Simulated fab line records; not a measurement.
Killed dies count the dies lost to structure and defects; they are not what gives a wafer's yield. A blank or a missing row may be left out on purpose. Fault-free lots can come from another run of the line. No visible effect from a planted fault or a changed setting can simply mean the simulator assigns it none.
The same fault as seen by 2 desks -- flow berkeley-cmos170 -- every desk sees just its own numbers, and what lay behind them comes last

== DESK OF THE TOOL OWNER: implanter-01 ==
For each lot that ran on this tool, the mean over its sampled wafers that have a number, from the tool's own readings at UCB170_NVT_IMPLANT_07. A lot is out of limits, marked OUT, if its mean lies more than 4 standard deviations from the usual mean; the brackets give that distance.
Columns: A = beam-energy-keV at UCB170_NVT_IMPLANT_07, usual 50.000
lot,first seen here,A
L229,day 7 06:37,50.007
L237,day 8 17:55,48.116 (-99 or more) OUT
L238,day 9 12:40,48.073 (-99 or more) OUT
This desk's finding: out of limits on L237, L238; first on L237, day 8 17:55 (beam-energy-keV at UCB170_NVT_IMPLANT_07). In limits: L229.

== AT THE METROLOGY DESK ==
What the gauges read for every lot (on any tool): the sampled wafers with a number, averaged. A lot is out of limits, marked OUT, if its mean lies more than 4 standard deviations from the usual mean; the brackets give that distance.
Columns: A = SACOX_OXIDE_THK at UCB170_SACOX_THK_MEAS_02, usual 14.45 nm; B = SCREENOX_OXIDE_THK at UCB170_SCREENOX_THK_MEAS_02, usual 14.46 nm; C = NVT_OVL at UCB170_NVT_OVL_MEAS_06, usual 3 nm
lot,first seen here,A,B,C
L223,day 4 20:16,14.55,14.81,4
L229,day 6 18:04,14.34,14.26,3
L237,day 8 05:53,14.62,14.63,2
L238,day 9 01:23,14.45,14.30,2
L241,day 9 01:23,15.09,14.27,-2
L243,day 9 18:02,14.77,14.74,3
Result from this desk: across the 6 lots, nothing is out of limits.

== ALL TOGETHER ==
The tool owner's desk could have raised an alarm at day 8 17:55, on L237, L238.
Metrology desk: nothing out of limits seen.
The metrology desk has L237, L238 on record, within its limits.
Every lot named ran UCB170_NVT_IMPLANT_07 on implanter-01.

== WHAT THE SIMULATOR HAD INSERTED ==
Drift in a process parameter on implanter-01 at UCB170_NVT_IMPLANT_07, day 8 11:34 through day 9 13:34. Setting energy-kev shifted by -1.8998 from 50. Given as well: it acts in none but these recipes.
Shown lots that were struck: L237, L238.
Time in hours from fault onset to the first out-of-limits reading at each desk: the tool owner's desk, 6.
